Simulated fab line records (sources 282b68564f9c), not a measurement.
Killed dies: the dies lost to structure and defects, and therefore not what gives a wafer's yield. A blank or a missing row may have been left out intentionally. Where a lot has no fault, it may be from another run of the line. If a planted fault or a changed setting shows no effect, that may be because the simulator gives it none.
fab line records | flow rit_cmos
[record] lots = 15 | wafers = 45 | last_day = 7
route steps=202 shown PLDD@122
lots with no fault: from the same line, run without faults
start_h: hours from the record's opening day to when the first of the lot's shown wafers began | wait_h: time in hours since the lot's previous step | " unchanged from the row above | L1.1+2: a row that stands for several wafers | - value missing, or start not given | * or withheld: withheld | < > ~ a bound
route shown NAME@n: names a module that has steps shown in the file, with the first one's number in the route | usual: mean/standard deviation of fault-free wafers | same: alike in all rows | chamber/n: place in a boat | sites: per-site readings | _std_site: standard deviation across them | _edge_site: inner sites' mean taken away from outer sites' mean | radius_mm: for every site, how far away it sits from the centre of the wafer | mask NAME#n: copy n | behind: the last tool/chamber to shape the wafer | hold: why the lot went on hold/how many hours it stayed there/how the hold came to an end | device: which transistor (n, p or np) failed to switch | end of line: the tests these same wafers got at the end of their route | a step without rows: its recipe alone | killed: count of dies lost to structure and defects at first sort (not the wafer's yield) | map: the dies of a wafer, with x for killed, . for not killed, _ for no die there
set.NAME: the setting that was run; set.NAME@STEP: the one run at that earlier step | model.NAME: the simulator's own value behind a step, which no gauge read
the route's steps for a sample of lots (tables are steps, rows are wafers)
services: a tool's chamber out of use, with start hour (start_h, from the record's first day; less than 0 if before it), hours out, and reason
[[steps]]
[step RIT_PLDD_IMPLANT_08]
[recipe] species = BF2 | energy_kev = 20 | dose_cm2 = 9e+14 | tilt_deg = 7
[usual] dose_ions_cm2 = 8.999e+14/1.1e+12 | end_station_pressure_torr = 7.3e-06/3.8e-07 | faraday_current_uA = 2825/52
lot.wafer | tool         | chamber | start_h | wait_h | dose_ions_cm2 | end_station_pressure_torr | faraday_current_uA
L316.1    | implanter-02 | 0       | 45.84   | 0.1    | 9.003e+14     | 7.3e-06                   | 2853
L316.2    | "            | 0       | "       | "      | 9.014e+14     | 7.1e-06                   | 2778
L316.4    | "            | 0       | "       | "      | 9.009e+14     | 6.8e-06                   | 2752
L317.1    | implanter-04 | 0       | 52.44   | 0.1    | 9.002e+14     | 7.4e-06                   | 2914
L317.2    | "            | 0       | "       | "      | 9.005e+14     | 6.9e-06                   | 2850
L317.5    | "            | 0       | "       | "      | 8.994e+14     | 6.2e-06                   | 2777
L318.2    | implanter-02 | 0       | 55.98   | 0.1    | 8.993e+14     | 7.6e-06                   | 2795
L318.4    | "            | 0       | "       | "      | 8.99e+14      | 7.4e-06                   | 2810
L318.6    | "            | 0       | "       | "      | 8.994e+14     | 7.5e-06                   | 2815
L319.1    | implanter-03 | 0       | 62.80   | 0.1    | 8.985e+14     | 7.1e-06                   | 2865
L319.3    | "            | 0       | "       | "      | 8.994e+14     | 7.4e-06                   | 2789
L319.6    | "            | 0       | "       | "      | 8.992e+14     | 7.4e-06                   | 2776
L320.1    | implanter-04 | 0       | 69.04   | 0.1    | 9.007e+14     | 7.2e-06                   | 2778
L320.4    | "            | 0       | "       | "      | 9.009e+14     | 7.4e-06                   | 2781
L320.6    | "            | 0       | "       | "      | 8.994e+14     | 7.3e-06                   | 2839
L321.1    | implanter-03 | 0       | 72.74   | 0.1    | 8.991e+14     | 7.7e-06                   | 2807
L321.2    | "            | 0       | "       | "      | 9.008e+14     | 7.8e-06                   | 2926
L321.4    | "            | 0       | "       | "      | 9.009e+14     | 6.6e-06                   | 2799
L322.1    | implanter-03 | 0       | 79.68   | 0.1    | 9.016e+14     | 7.2e-06                   | 2814
L322.3    | "            | 0       | "       | "      | 9.005e+14     | 7.3e-06                   | 2833
L322.5    | "            | 0       | "       | "      | 9.024e+14     | 7.2e-06                   | 2816
L324.1    | implanter-03 | 0       | 88.05   | 0.1    | 8.99e+14      | 7.2e-06                   | 2785
L324.3    | "            | 0       | "       | "      | 9.007e+14     | 7.6e-06                   | 2802
L324.5    | "            | 0       | "       | "      | 8.971e+14     | 7.3e-06                   | 2784
L325.3    | implanter-03 | 0       | 93.91   | 0.1    | 1.4398e+15    | 9.4e-06                   | 4451
L325.4    | "            | 0       | "       | "      | 1.4384e+15    | 8.8e-06                   | 4565
L325.5    | "            | 0       | "       | "      | 1.4407e+15    | 8.7e-06                   | 4435
L326.1    | implanter-03 | 0       | 98.47   | 0.1    | 1.4401e+15    | 8.9e-06                   | 4557
L326.2    | "            | 0       | "       | "      | 1.4418e+15    | 8.6e-06                   | 4570
L326.5    | "            | 0       | "       | "      | 1.4396e+15    | 8.8e-06                   | 4601
L327.1    | implanter-03 | 0       | 101.41  | 0.1    | 1.4404e+15    | 9.2e-06                   | 4619
L327.3    | "            | 0       | "       | "      | 1.4411e+15    | 8.9e-06                   | 4527
L327.6    | "            | 0       | "       | "      | 1.4403e+15    | 9e-06                     | 4554
L329.1    | implanter-04 | 0       | 109.75  | 0.1    | 9.002e+14     | 6.9e-06                   | 2771
L329.2    | "            | 0       | "       | "      | 9.004e+14     | 7.6e-06                   | 2813
L329.6    | "            | 0       | "       | "      | 9e+14         | 7.4e-06                   | 2789
L333.1    | implanter-02 | 0       | 129.85  | 0.1    | 9.002e+14     | 7e-06                     | 2853
L333.3    | "            | 0       | "       | "      | 8.985e+14     | 7.1e-06                   | 2751
L333.4    | "            | 0       | "       | "      | 9e+14         | 6.7e-06                   | 2830
L335.1    | implanter-04 | 0       | 142.34  | 0.1    | 8.996e+14     | 7.1e-06                   | 2703
L335.5    | "            | 0       | "       | "      | 9e+14         | 6.8e-06                   | 2767
L335.6    | "            | 0       | "       | "      | 9.004e+14     | 6.7e-06                   | 2800
L337.1    | implanter-04 | 0       | 150.88  | 0.1    | 9.01e+14      | 7.3e-06                   | 2912
L337.3    | "            | 0       | "       | "      | 8.992e+14     | 6.7e-06                   | 2835
L337.4    | "            | 0       | "       | "      | 8.991e+14     | 7e-06                     | 2793
[step RIT_PLDD_TW_MEAS_10]
[usual] PLDD_TW = 2353/21
lot.wafer | tool          | chamber | start_h | wait_h | PLDD_TW
L316.1    | film_metro-02 | -       | 46.16   | 0.1    | 2347
L316.2    | "             | -       | "       | "      | 2335
L316.4    | "             | -       | "       | "      | 2356
L317.1    | film_metro-01 | -       | 52.77   | 0.1    | 2323
L317.2    | "             | -       | "       | "      | 2315
L317.5    | "             | -       | "       | "      | 2314
L318.2    | film_metro-02 | -       | 56.29   | 0.1    | 2320
L318.4    | "             | -       | "       | "      | 2339
L318.6    | "             | -       | "       | "      | 2334
L319.1    | film_metro-04 | -       | 63.13   | 0.1    | 2376
L319.3    | "             | -       | "       | "      | 2378
L319.6    | "             | -       | "       | "      | 2383
L320.1    | film_metro-02 | -       | 69.37   | 0.1    | 2336
L320.4    | "             | -       | "       | "      | 2331
L320.6    | "             | -       | "       | "      | 2320
L321.1    | film_metro-02 | -       | 73.07   | 0.1    | 2357
L321.2    | "             | -       | "       | "      | 2373
L321.4    | "             | -       | "       | "      | 2360
L322.1    | film_metro-02 | -       | 80.00   | 0.1    | 2338
L322.3    | "             | -       | "       | "      | 2353
L322.5    | "             | -       | "       | "      | 2343
L324.1    | film_metro-04 | -       | 88.38   | 0.1    | 2379
L324.3    | "             | -       | "       | "      | 2382
L324.5    | "             | -       | "       | "      | 2377
L325.3    | film_metro-01 | -       | 94.21   | 0.1    | 2605
L325.4    | "             | -       | "       | "      | 2606
L325.5    | "             | -       | "       | "      | 2611
L326.1    | film_metro-02 | -       | 98.80   | 0.1    | 2633
L326.2    | "             | -       | "       | "      | 2648
L326.5    | "             | -       | "       | "      | 2639
L327.1    | film_metro-01 | -       | 101.73  | 0.1    | 2605
L327.3    | "             | -       | "       | "      | 2613
L327.6    | "             | -       | "       | "      | 2606
L329.1    | film_metro-02 | -       | 110.07  | 0.1    | 2360
L329.2    | "             | -       | "       | "      | 2355
L329.6    | "             | -       | "       | "      | 2351
L333.1    | film_metro-04 | -       | 130.17  | 0.1    | 2361
L333.3    | "             | -       | "       | "      | 2346
L333.4    | "             | -       | "       | "      | 2354
L335.1    | film_metro-04 | -       | 142.67  | 0.1    | 2367
L335.5    | "             | -       | "       | "      | 2346
L335.6    | "             | -       | "       | "      | 2347
L337.1    | film_metro-04 | -       | 151.21  | 0.1    | 2367
L337.3    | "             | -       | "       | "      | 2381
L337.4    | "             | -       | "       | "      | 2370
[step RIT_SDANNEAL_RS_MEAS_06]
[recipe] thk_meas_gauge = four-point-probe
[usual] PLDD_RS = 178.6/0.51
lot.wafer | tool          | chamber | start_h | wait_h | PLDD_RS[ohm/sq]
L316.1    | film_metro-02 | -       | 52.57   | 0.1    | 178.6
L316.2    | "             | -       | "       | "      | 178.2
L316.4    | "             | -       | "       | "      | 178.6
L317.1    | film_metro-01 | -       | 58.89   | 0.1    | 178.8
L317.2    | "             | -       | "       | "      | 178.2
L317.5    | "             | -       | "       | "      | 178.3
L318.2    | film_metro-04 | -       | 62.49   | 0.1    | 178.7
L318.4    | "             | -       | "       | "      | 178.6
L318.6    | "             | -       | "       | "      | 178.7
L319.1    | film_metro-04 | -       | 71.15   | 0.1    | 178.0
L319.3    | "             | -       | "       | "      | 177.9
L319.6    | "             | -       | "       | "      | 178.1
L320.1    | film_metro-02 | -       | 75.82   | 0.1    | 178.0
L320.4    | "             | -       | "       | "      | 178.1
L320.6    | "             | -       | "       | "      | 178.0
L321.1    | film_metro-01 | -       | 79.69   | 0.1    | 178.9
L321.2    | "             | -       | "       | "      | 178.2
L321.4    | "             | -       | "       | "      | 178.6
L322.1    | film_metro-02 | -       | 86.21   | 0.1    | 179.0
L322.3    | "             | -       | "       | "      | 179.3
L322.5    | "             | -       | "       | "      | 178.7
L324.1    | film_metro-01 | -       | 95.66   | 0.1    | 179.0
L324.3    | "             | -       | "       | "      | 178.4
L324.5    | "             | -       | "       | "      | 179.0
L325.3    | film_metro-04 | -       | 100.64  | 0.1    | 157.5
L325.4    | "             | -       | "       | "      | 157.3
L325.5    | "             | -       | "       | "      | 157.5
L326.1    | film_metro-01 | -       | 105.14  | 0.1    | 157.4
L326.2    | "             | -       | "       | "      | 158.0
L326.5    | "             | -       | "       | "      | 157.4
L327.1    | film_metro-01 | -       | 107.95  | 0.1    | 157.5
L327.3    | "             | -       | "       | "      | 157.5
L327.6    | "             | -       | "       | "      | 157.6
L329.1    | film_metro-04 | -       | 116.31  | 0.1    | 178.0
L329.2    | "             | -       | "       | "      | 177.7
L329.6    | "             | -       | "       | "      | 178.4
L333.1    | film_metro-02 | -       | 136.38  | 0.1    | 178.5
L333.3    | "             | -       | "       | "      | 179.0
L333.4    | "             | -       | "       | "      | 179.4
L335.1    | film_metro-02 | -       | 149.08  | 0.1    | 179.6
L335.5    | "             | -       | "       | "      | 179.4
L335.6    | "             | -       | "       | "      | 179.0
L337.1    | film_metro-02 | -       | 157.78  | 0.1    | 178.5
L337.3    | "             | -       | "       | "      | 178.3
L337.4    | "             | -       | "       | "      | 178.9
[[services]]
tool         | chamber | start_h | hours | kind
implanter-04 | -       | 23.82   | 0.7   | repair
implanter-03 | -       | 88.29   | 0.5   | repair
implanter-04 | -       | 95.14   | 2.7   | repair
implanter-04 | -       | 115.71  | 2.6   | repair
implanter-03 | -       | 128.69  | 2.9   | repair
[[key]]
[first_sign] step = RIT_PLDD_IMPLANT_08 | reading = dose_ions_cm2 | direction = up | sigmas = 99+ | usual = 8.999e+14 | struck = 1.4403e+15
[effect] step = RIT_PLDD_IMPLANT_08 | reading = faraday_current_uA | direction = up | sigmas = 33 | usual = 2825 | struck = 4542
[effect] step = RIT_PLDD_TW_MEAS_10 | reading = PLDD_TW | direction = up | sigmas = 13 | usual = 2353 | struck = 2619
[effect] step = RIT_SDANNEAL_RS_MEAS_06 | reading = PLDD_RS | direction = down | sigmas = 41 | usual = 178.6 | struck = 157.5
met_at RIT_PLDD_IMPLANT_08
struck_lots L325,L326,L327
tester_left_out L325,L326,L327
onset_between 88.05 93.91
[fault] kind = process_parameter_drift | tool = implanter-03 | chamber = - | onset_h = 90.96 | steps = RIT_PLDD_IMPLANT_08 | channel = dose_cm2 | offset = 5.4e+14 | shape = step | end_h = 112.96 | acts_in = these_recipes_only | stated = 9e+14
// tester_left_out: of these lots the tester's yield and bins aren't shown, on N5 and GAA mostly nor the transistor test; their killed dies are dies lost to structure and defects alone, not to doping, threshold or leakage, so they don't give the yield
